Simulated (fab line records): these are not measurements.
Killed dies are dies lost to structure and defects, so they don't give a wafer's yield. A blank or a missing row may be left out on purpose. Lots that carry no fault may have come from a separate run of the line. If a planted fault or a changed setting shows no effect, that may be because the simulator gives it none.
Lot-split experiment ; flow rit-cmos ; 23 wafers read across 5 lots, on a route 202 steps long

== ON THE SPLIT ==
At RIT_GATE_CVD_08 (deposits poly-Si from SiH4, target thk 250 nm, time 2220 s), the setting sih4-flow-sccm was moved away from the recipe's 100 sccm on 20 of the 23 wafers read, by -14.8% to -8.1%. This setting was run at the recipe's value on the other wafers.

There is no step in the file separating the split from the reading.

== THE READING ==
GATE_POLY_THK at RIT_GATE_THK_MEAS_09, in nm. A value of 248.6 nm with a standard deviation of 1.6 nm is what fault-free wafers of this fab line usually give.

wafer;tool, chamber at the split;sih4-flow-sccm as run, sccm;against the recipe;GATE_POLY_THK, nm;against lot-mates on the recipe
L074.2;lpcvd-02, 1;100;recipe;251.7;-
L074.3;lpcvd-02, 1;100;recipe;249.7;-
L074.6;lpcvd-02, 1;100;recipe;250.9;-
L075.1;-, -;85.15;-14.8%;210.9;no lot-mate on the recipe
L075.2;-, -;85.15;-14.8%;212.5;no lot-mate on the recipe
L075.3;-, -;85.15;-14.8%;210.8;no lot-mate on the recipe
L075.5;-, -;85.15;-14.8%;212.0;no lot-mate on the recipe
L075.6;-, -;85.15;-14.8%;212.2;no lot-mate on the recipe
L079.1;-, -;91.92;-8.1%;226.9;no lot-mate on the recipe
L079.2;-, -;91.92;-8.1%;225.7;no lot-mate on the recipe
L079.3;-, -;91.92;-8.1%;226.3;no lot-mate on the recipe
L079.5;-, -;91.92;-8.1%;225.1;no lot-mate on the recipe
L079.6;-, -;91.92;-8.1%;224.7;no lot-mate on the recipe
L083.1;-, -;89.64;-10.4%;224.0;no lot-mate on the recipe
L083.2;-, -;89.64;-10.4%;223.4;no lot-mate on the recipe
L083.3;-, -;89.64;-10.4%;224.2;no lot-mate on the recipe
L083.5;-, -;89.64;-10.4%;223.5;no lot-mate on the recipe
L083.6;-, -;89.64;-10.4%;223.1;no lot-mate on the recipe
L084.1;-, -;90.17;-9.8%;223.5;no lot-mate on the recipe
L084.2;-, -;90.17;-9.8%;221.2;no lot-mate on the recipe
L084.3;-, -;90.17;-9.8%;223.1;no lot-mate on the recipe
L084.4;-, -;90.17;-9.8%;221.6;no lot-mate on the recipe
L084.6;-, -;90.17;-9.8%;221.4;no lot-mate on the recipe

THE FIT
A straight line over all 23 wafers: GATE_POLY_THK changes by +2.59 nm for each +1% of sih4-flow-sccm; r = +0.99; the points scatter about the line by 1.9 nm.
Too few moved wafers with a lot-mate on the recipe to fit a line net of each lot's own level.

== THE WHOLE CHAIN: every reading that the file lists as answering this split, in the file's order ==
step;what it does;reading;change (the file's fit);r (the file's)
RIT_GATE_CVD_08;deposits poly-Si from SiH4, target thk 250 nm, time 2220 s;poly-Si_of_GATE_CVD_08.thk-nm (the simulator's own value, which no gauge read);+2.59 nm for each +1% of the setting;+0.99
RIT_GATE_THK_MEAS_09;;GATE_POLY_THK;+2.59 for each +1% of the setting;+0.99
RIT_GATE_ETCH_19;etches poly-Si in SF6/CHF3/O2, stops on SiO2, time 165 s, target depth 312.5 nm;GATE.feature-depth-nm (the simulator's own value, which no gauge read);+2.59 nm for each +1% of the setting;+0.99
RIT_GATE_ETCH_19;etches poly-Si in SF6/CHF3/O2, stops on SiO2, time 165 s, target depth 312.5 nm;etch.depth-nm (the simulator's own value, which no gauge read);+2.65 nm for each +1% of the setting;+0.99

== THE FILE'S OWN FIT ==
GATE_POLY_THK changes by +2.59 nm for each +1% of sih4-flow-sccm, r = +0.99.
